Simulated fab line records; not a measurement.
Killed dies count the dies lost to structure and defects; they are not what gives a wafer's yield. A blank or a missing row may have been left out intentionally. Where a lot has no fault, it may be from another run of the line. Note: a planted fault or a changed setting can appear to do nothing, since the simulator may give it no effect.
Split-lot experiment -- flow rit-cmos -- 5 lots, 23 wafers read, on a route of 202 steps

## SPLIT DETAILS
At RIT_PSD_IMPLANT_08, the setting dose-cm2 was moved away from the recipe's 5e+15 on 6 of the 23 wafers read, by -5.1% to -3.2%. For the rest of the wafers, this setting stayed at what the recipe calls for.

## FROM THE SPLIT TO THE READING: what the file shows between them, 3 steps
- RIT_SDANNEAL_CLEAN_01: cleans in dHF, time 30 s (also split here: time-s)
- RIT_SDANNEAL_CLEAN_02: cleans in SC2, time 600 s
- RIT_SDANNEAL_RTA_03: time 5 s

## THE READING
PSD_RS in ohm/sq, measured at RIT_SDANNEAL_RS_MEAS_04 by four-point-probe. A value of 115.76 ohm/sq with a standard deviation of 0.24 ohm/sq is what fault-free wafers of this fab line usually give.

wafer,"tool, chamber at the split",dose-cm2 as run,against the recipe,"PSD_RS, ohm/sq",against lot-mates on the recipe
L075.1,"implanter-03, 0",5e+15,recipe,115.71,-
L075.2,"implanter-03, 0",4.745e+15,-5.1%,116.46,+0.85
L075.3,"implanter-03, 0",5e+15,recipe,115.67,-
L075.4,"implanter-03, 0",4.745e+15,-5.1%,116.18,+0.57
L075.5,"implanter-03, 0",5e+15,recipe,115.45,-
L077.1,"implanter-04, 0",5e+15,recipe,115.84,-
L077.3,"implanter-04, 0",5e+15,recipe,116.13,-
L077.4,"implanter-04, 0",4.838e+15,-3.2%,116.39,+0.45
L077.5,"implanter-04, 0",4.838e+15,-3.2%,116.39,+0.45
L077.6,"implanter-04, 0",5e+15,recipe,115.85,-
L078.1,"implanter-01, 0",5e+15,recipe,115.83,-
L078.2,"implanter-01, 0",5e+15,recipe,115.83,-
L078.3,"implanter-01, 0",5e+15,recipe,116.01,-
L078.5,"implanter-01, 0",5e+15,recipe,115.88,-
L078.6,"implanter-01, 0",5e+15,recipe,115.94,-
L080.1,"implanter-03, 0",5e+15,recipe,115.53,-
L080.2,"implanter-03, 0",5e+15,recipe,115.63,-
L080.6,"implanter-03, 0",5e+15,recipe,116.05,-
L084.1,"implanter-03, 0",4.757e+15,-4.9%,116.53,+0.68
L084.3,"implanter-03, 0",5e+15,recipe,115.84,-
L084.4,"implanter-03, 0",5e+15,recipe,115.86,-
L084.5,"implanter-03, 0",4.757e+15,-4.9%,116.54,+0.69
L084.6,"implanter-03, 0",5e+15,recipe,115.85,-

FIT RESULTS
A straight line over all 23 wafers: PSD_RS changes by -0.13 ohm/sq for each +1% of dose-cm2; r = -0.84; the points scatter about the line by 0.18 ohm/sq.
The same after taking each lot's own level away (the mean of its wafers on the recipe; 23 wafers): -0.14 ohm/sq for each +1%; r = -0.92; scatter 0.12 ohm/sq.
According to that fit, moving dose-cm2 by its largest amount changes the reading by 0.71 ohm/sq.
From 115.610 to 115.940 ohm/sq: that is the span of the lots' own levels, equal to 1.4 times the standard deviation above.
Consequently the slope shifts little with the lot-to-lot level, the two slopes agreeing.
Check: for one of the wafers moved furthest among these (-5.1%), held out of the fit, the line's prediction against its lot-mates is +0.675 ohm/sq. It came out at +0.85 ohm/sq against them.

## ADDITIONAL SPLITS CARRIED BY THESE WAFERS
These wafers also went through other splits before the reading. Each is held against what the fit with the lots' levels taken away leaves over:
other split on the same wafers,wafers away from the commonest value,r with PSD_RS (lot level and that fit taken away)
RIT_NRETRO_COAT_01 spin-rpm,6,+0.06
RIT_NRETRO_SOFTBAKE_02 temp-c,9,+0.17
RIT_PRETRO_IMPLANT_08 dose-cm2,8,-0.02
RIT_GATE_COAT_11 spin-rpm,10,+0.06
RIT_GATE_DEVELOP_15 dev-temp-c,8,+0.09
RIT_PSD_COAT_01 resist-thk-nm,10,+0.21
RIT_SDANNEAL_CLEAN_01 time-s,15,-0.01

## THE FILE'S OWN FIT
PSD_RS changes by -0.14 ohm/sq for each +1% of dose-cm2, r = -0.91.
